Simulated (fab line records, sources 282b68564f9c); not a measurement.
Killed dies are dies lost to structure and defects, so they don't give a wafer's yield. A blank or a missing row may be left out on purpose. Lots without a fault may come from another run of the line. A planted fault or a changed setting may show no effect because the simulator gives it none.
Problem report in the 8D (eight disciplines) form, filled by code | flow rit_cmos | the parts of the form that need people (team, actions taken, sign-off) are left out

1. THE PROBLEM
heater_power_total_W at RIT_M1_HARDBAKE_11 reads a mean of 49.43 W on 9 wafers of 3 lots; wafers without a fault read 52.03 W with a standard deviation of 0.059. That is -44 standard deviations from the usual mean.
The step: time 120 s.
First seen on wafer L354.4, day 6 09:31, on litho_track-04. The record holds 45 wafers of 15 lots with a number at this step. Rule for "out", or "out of limits": more than 4 standard deviations from the usual mean. The other wafers with a number count as sound.

2. WHAT IT IS AND WHAT IT IS NOT
question                    | is                                 | is not
which readings at this step | heater_power_total_W, plate_temp_C | -
which lots                  | L354, L355, L358                   | L340, L341, L342, L343, L344, L345, L346, L347, L348, L350, L362, L363
which wafers of those lots  | all that have a number             | -
read on which tools         | litho_track-04                     | litho_track-01, litho_track-02
when                        | from day 6 09:31                   | up to then (30 sound wafers); but 6 sound wafers of L362, L363 came after

3. SUSPECTS, AND WHAT RULES EACH OUT
Counting: a tool at a process step up to the reading stays a suspect if it ran every lot that is out and no sound lot after the first of them.
- litho_track-04 at RIT_M1_HARDBAKE_11 (time 120 s): kept. It ran every lot that is out, first L354 (day 6 09:31), and no sound lot after that; its last sound lot up to then is L348 (day 5 03:02). Its own readings are out on those wafers: heater_power_total_W, plate_temp_C.
Left after counting: litho_track-04 at RIT_M1_HARDBAKE_11.

4. THE CAUSE (what the simulator had put in)
Process parameter drift: litho_track-04, from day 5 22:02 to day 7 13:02, at RIT_M1_HARDBAKE_11. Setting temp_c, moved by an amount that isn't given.
Counting left only this tool.

5. THE CHAIN OF EFFECTS, in route order
Each row: a reading whose mean over the struck wafers that have a number lies more than 3 standard deviations from the usual. Only readings for which the record gives a usual standard deviation are gone through. hours: the time from each lot's start at the first step in this table that gives one to its start at this step, as a median over the lots. sigmas: the change in usual standard deviations.
hours | step               | reading              | usual    | on struck wafers | change | sigmas
0     | RIT_M1_HARDBAKE_11 | heater_power_total_W | 52.03 W  | 49.43            | -2.60  | -44
0     | RIT_M1_HARDBAKE_11 | plate_temp_C         | 140.02 C | 134.54           | -5.48  | -32
The process steps in it:
- RIT_M1_HARDBAKE_11: time 120 s.

6. WHAT WOULD HAVE CAUGHT IT SOONER
In this record the first reading out of limits was taken at day 6 09:31, 11 hours after the fault began at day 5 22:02.
